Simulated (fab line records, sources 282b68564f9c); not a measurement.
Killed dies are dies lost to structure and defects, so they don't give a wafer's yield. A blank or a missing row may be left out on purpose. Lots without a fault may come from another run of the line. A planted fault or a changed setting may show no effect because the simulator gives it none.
Split-lot experiment | flow rit_cmos | 5 lots, 27 wafers read, on a route of 202 steps

THE SPLIT
At RIT_CONTACT_CVD_00 (deposits SiO2 from TEOS, target thk 400 nm, time 61 s), the setting time_s was moved away from the recipe's 61 s on 12 of the 27 wafers read, by -44.3% to +33.4%. The other wafers ran this setting at the recipe's value.

The file shows no step between the split and the reading.

THE READING
CONTACT_TEOS_THK, in nm, at RIT_CONTACT_THK_MEAS_01. Fault-free wafers of this fab line usually give 397 nm, standard deviation 4.7 nm.

wafer  | tool, chamber at the split | time_s as run, s | against the recipe | CONTACT_TEOS_THK, nm | against lot-mates on the recipe
L074.1 | pecvd-02, 2                | 34               | -44.3%             | 219                  | -181
L074.2 | pecvd-02, 0                | 34               | -44.3%             | 223                  | -177
L074.3 | pecvd-02, 1                | 61               | recipe             | 394                  | -
L074.4 | pecvd-02, 1                | 34               | -44.3%             | 228                  | -172
L074.5 | pecvd-02, 0                | 61               | recipe             | 405                  | -
L074.6 | pecvd-02, 2                | 61               | recipe             | 401                  | -
L075.1 | pecvd-04, 0                | 61               | recipe             | 390                  | -
L075.2 | pecvd-04, 2                | 61               | recipe             | 395                  | -
L075.3 | pecvd-04, 1                | 35.46            | -41.9%             | 227                  | -168
L075.4 | pecvd-04, 2                | 35.46            | -41.9%             | 234                  | -161
L075.5 | pecvd-04, 0                | 61               | recipe             | 400                  | -
L075.6 | pecvd-04, 1                | 35.46            | -41.9%             | 233                  | -162
L076.1 | pecvd-02, 2                | 61               | recipe             | 391                  | -
L076.2 | pecvd-02, 1                | 61               | recipe             | 398                  | -
L076.3 | pecvd-02, 0                | 81.35            | +33.4%             | 531                  | +134
L076.4 | pecvd-02, 2                | 61               | recipe             | 401                  | -
L076.5 | pecvd-02, 0                | 81.35            | +33.4%             | 534                  | +137
L076.6 | pecvd-02, 1                | 81.35            | +33.4%             | 540                  | +143
L080.1 | pecvd-01, 0                | 61               | recipe             | 395                  | -
L080.2 | pecvd-01, 2                | 49.09            | -19.5%             | 326                  | -73
L080.3 | pecvd-01, 1                | 61               | recipe             | 397                  | -
L080.4 | pecvd-01, 0                | 61               | recipe             | 404                  | -
L080.5 | pecvd-01, 2                | 49.09            | -19.5%             | 329                  | -70
L080.6 | pecvd-01, 1                | 49.09            | -19.5%             | 327                  | -72
L082.3 | pecvd-02, 0                | 61               | recipe             | 389                  | -
L082.4 | pecvd-02, 1                | 61               | recipe             | 399                  | -
L082.6 | pecvd-02, 0                | 61               | recipe             | 396                  | -

THE FIT
A straight line over all 27 wafers: CONTACT_TEOS_THK changes by +3.98 nm for each +1% of time_s; r = +1.00; the points scatter about the line by 5.1 nm.
The same after taking each lot's own level away (the mean of its wafers on the recipe; 27 wafers): +4 nm for each +1%; r = +1.00; scatter 4.7 nm.
On that fit, the largest move of time_s shifts the reading by 1.8e+02 nm.
The lots' own levels span 394.7 to 400.0 nm, that is 1.1 times the standard deviation above.
So the lot-to-lot level changes the slope little: the two slopes agree.
Check: with one of the wafers moved furthest among these (-44.3%) left out of the fit, the line predicts -174 nm for it against its lot-mates. It came out at -181 nm against them.

OTHER SPLITS ON THESE WAFERS
These wafers also went through other splits before the reading. Each is held against what the fit with the lots' levels taken away leaves over:
other split on the same wafers | wafers away from the commonest value | r with CONTACT_TEOS_THK (lot level and that fit taken away)
RIT_ACTIVE_CVD_03 time_s       | 12                                   | -0.17
RIT_GATE_CVD_08 time_s         | 18                                   | -0.14
RIT_SPACER_ETCHBACK_05 time_s  | 9                                    | +0.17

THE WHOLE CHAIN: every reading that the file lists as answering this split, in the file's order
step                    | what it does                                          | reading                                                                        | change (the file's fit)              | r (the file's)
RIT_CONTACT_CVD_00      | deposits SiO2 from TEOS, target thk 400 nm, time 61 s | SiO2_of_CONTACT_CVD_00.thk_nm (the simulator's own value, which no gauge read) | +3.97 nm for each +1% of the setting | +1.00
RIT_CONTACT_THK_MEAS_01 |                                                       | CONTACT_TEOS_THK                                                               | +3.97 for each +1% of the setting    | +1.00

THE FILE'S OWN FIT
CONTACT_TEOS_THK changes by +3.97 nm for each +1% of time_s, r = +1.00.
